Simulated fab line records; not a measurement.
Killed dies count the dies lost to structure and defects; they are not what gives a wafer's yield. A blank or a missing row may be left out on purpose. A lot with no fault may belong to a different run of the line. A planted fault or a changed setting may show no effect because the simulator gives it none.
One fault through the eyes of 2 desks    flow berkeley cmos170    each desk holds nothing but its own numbers, with what lay behind them at the end

## AT THE TOOL OWNER'S DESK: litho track-03
The tool's own readings at UCB170_M3_COAT_05 (resist thk 900 nm): means of the sampled wafers that have a number, for each lot that ran on this tool. Any lot whose mean is over 4 standard deviations away from the usual mean is out of limits and marked OUT; that distance is given in the brackets.
Columns: A = resist line temp C at UCB170_M3_COAT_05, usual 22.98 C; B = spin speed rpm at UCB170_M3_COAT_05, usual 1499.9 rpm
lot   first seen here  A      B
L103  day 8 05:07      23.00  1499.1
L110  day 9 06:36      23.00  1532.4 (+33) OUT
L109  day 9 07:14      22.83  1531.1 (+31) OUT
L122  day 11 18:02     22.92  1498.5
L124  day 12 07:40     22.86  1499.6
Finding of this desk: L109, L110 out of limits; the first was L110 at day 9 06:36, on spin speed rpm at UCB170_M3_COAT_05. L103, L122, L124 stayed within limits.

## THE METROLOGY DESK
Means of the sampled wafers that have a number, per lot and without regard to the tool the lot ran on: this is what the gauges read. Any lot whose mean is over 4 standard deviations away from the usual mean is out of limits and marked OUT; that distance is given in the brackets.
Columns: A = cd nm at UCB170_V1_CD_MEAS_90, usual 700.0 nm; B = M3_BOW at UCB170_M3_BOW_MEAS_20, usual 35 um
lot   first seen here  A      B
L103  day 7 22:47      699.8  39
L104  day 7 22:54      699.6  43
L105  day 7 23:31      699.5  30
L110  day 9 00:38      699.9  34
L109  day 9 00:59      700.8  32
L116  day 10 18:29     702.9  29
L117  day 10 19:23     700.6  39
L115  day 10 19:54     699.3  34
L119  day 11 01:42     698.4  38
L120  day 11 08:57     700.2  36
L122  day 11 09:14     701.0  28
L123  day 12 00:40     698.2  43
L125  day 12 01:19     700.9  44
L124  day 12 01:22     699.7  25
Finding of this desk: none of the 14 lots has anything out of limits.

## BROUGHT TOGETHER
The tool owner's desk had the chance to raise an alarm at day 9 06:36 on L109, L110.
From the metrology desk's view, nothing was out of limits.
The metrology desk has L109, L110 on record, within its limits.
UCB170_M3_COAT_05 was run on litho track-03 by each of the lots named.

## WHAT THE SIMULATOR HAD PUT IN
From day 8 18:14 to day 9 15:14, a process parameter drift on litho track-03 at UCB170_M3_COAT_05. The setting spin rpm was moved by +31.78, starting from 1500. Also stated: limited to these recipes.
Lots struck among those shown: L109, L110.
Delay in hours, fault start to first out-of-limits reading, by desk: the tool owner's desk at 12.
